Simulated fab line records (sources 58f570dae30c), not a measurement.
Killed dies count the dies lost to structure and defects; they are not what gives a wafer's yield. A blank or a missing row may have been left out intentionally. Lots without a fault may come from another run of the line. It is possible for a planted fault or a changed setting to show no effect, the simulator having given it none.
Shared-tool check + flow berkeley_cmos170 + 42 wafers sampled across 14 lots

== WHY THIS WAS OPENED ==
2 of 14 lots carry a flag on the reading ACTIVE_OXIDE_THK at UCB170_ACTIVE_THK_MEAS_03. Wafers without a fault read 26.3 nm, standard deviation 0.52.
Rule: a lot is flagged when every wafer of it that has a number lies more than 4 standard deviations from that mean, or none has a number. As for the other lots, they are considered sound.

| lot  | measured    | on            | ACTIVE_OXIDE_THK (nm), wafer by wafer | flag    |
|------|-------------|---------------|---------------------------------------|---------|
| L576 | day 3 14:07 | film_metro-04 | 26.1 26.5 26.1                        |         |
| L577 | day 3 19:59 | film_metro-03 | 26.8 26.1 26.7                        |         |
| L578 | day 4 10:51 | film_metro-04 | 26.2 26.3 26.2                        |         |
| L579 | day 4 17:31 | film_metro-01 | 26.3 26.1 26.6                        |         |
| L580 | day 4 17:31 | film_metro-03 | 26.7 26.0 26.2                        |         |
| L581 | day 4 23:01 | film_metro-04 | 26.3 26.1 26.4                        |         |
| L582 | day 5 04:08 | film_metro-03 | 26.7 26.5 26.3                        |         |
| L583 | day 5 15:58 | film_metro-01 | 26.3 26.5 26.1                        |         |
| L584 | day 5 15:58 | film_metro-03 | 26.6 26.2 26.6                        |         |
| L585 | day 5 15:59 | film_metro-04 | 27.1 27.2 27.2                        |         |
| L586 | day 6 00:34 | film_metro-04 | 25.6 25.6 25.5                        |         |
| L591 | day 6 23:18 | film_metro-01 | 28.4 28.8 28.6                        | FLAGGED |
| L596 | day 8 00:40 | film_metro-01 | 29.1 29.2 28.5                        | FLAGGED |
| L599 | day 9 02:35 | film_metro-04 | 26.3 25.9 26.4                        |         |
On average the flagged lots' numbers are 28.8 nm, which is +2.5 nm against the usual, or +5 standard deviations.

== WHICH TOOL EACH LOT WENT THROUGH ==
0 process steps preceding the reading are held in the record, out of 331 steps in the route. Read each cell as the tool, then ch plus the chambers that the sampled wafers visited, then the start.
| lot  | flag    |
|------|---------|
| L576 |         |
| L577 |         |
| L578 |         |
| L579 |         |
| L580 |         |
| L581 |         |
| L582 |         |
| L583 |         |
| L584 |         |
| L585 |         |
| L586 |         |
| L591 | FLAGGED |
| L596 | FLAGGED |
| L599 |         |
What these steps do:
- UCB170_ACTIVE_THK_MEAS_03

== FLAGGED OVER TOTAL, TOOL BY TOOL (the gauges that took the reading come last) ==
| step                      | tool          | lots run | flagged | share of the flagged lots | sound lots run after its first flagged lot |
|---------------------------|---------------|----------|---------|---------------------------|--------------------------------------------|
| UCB170_ACTIVE_THK_MEAS_03 | film_metro-01 | 4        | 2       | all                       | 0                                          |
| UCB170_ACTIVE_THK_MEAS_03 | film_metro-03 | 4        | 0       | none                      | -                                          |
| UCB170_ACTIVE_THK_MEAS_03 | film_metro-04 | 6        | 0       | none                      | -                                          |

== THE TABLE: WHAT IT ALLOWS ==
Rows of the table that ran each flagged lot: 1, that is film_metro-01 at UCB170_ACTIVE_THK_MEAS_03.
- film_metro-01 at UCB170_ACTIVE_THK_MEAS_03: 2 of its 4 lots flagged. Last sound lot L583 at day 5 15:58, first flagged lot L591 at day 6 23:18; a fault beginning in between fits.
Left over: one tool, film_metro-01 at UCB170_ACTIVE_THK_MEAS_03.

== WHAT WAS PUT IN BY THE SIMULATOR ==
Metrology matching offset: film_metro-01, from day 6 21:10 on, at UCB170_ACTIVE_THK_MEAS_03. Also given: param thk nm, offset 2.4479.
Lots struck among those shown: L591, L596. The rule above reached the same finding.
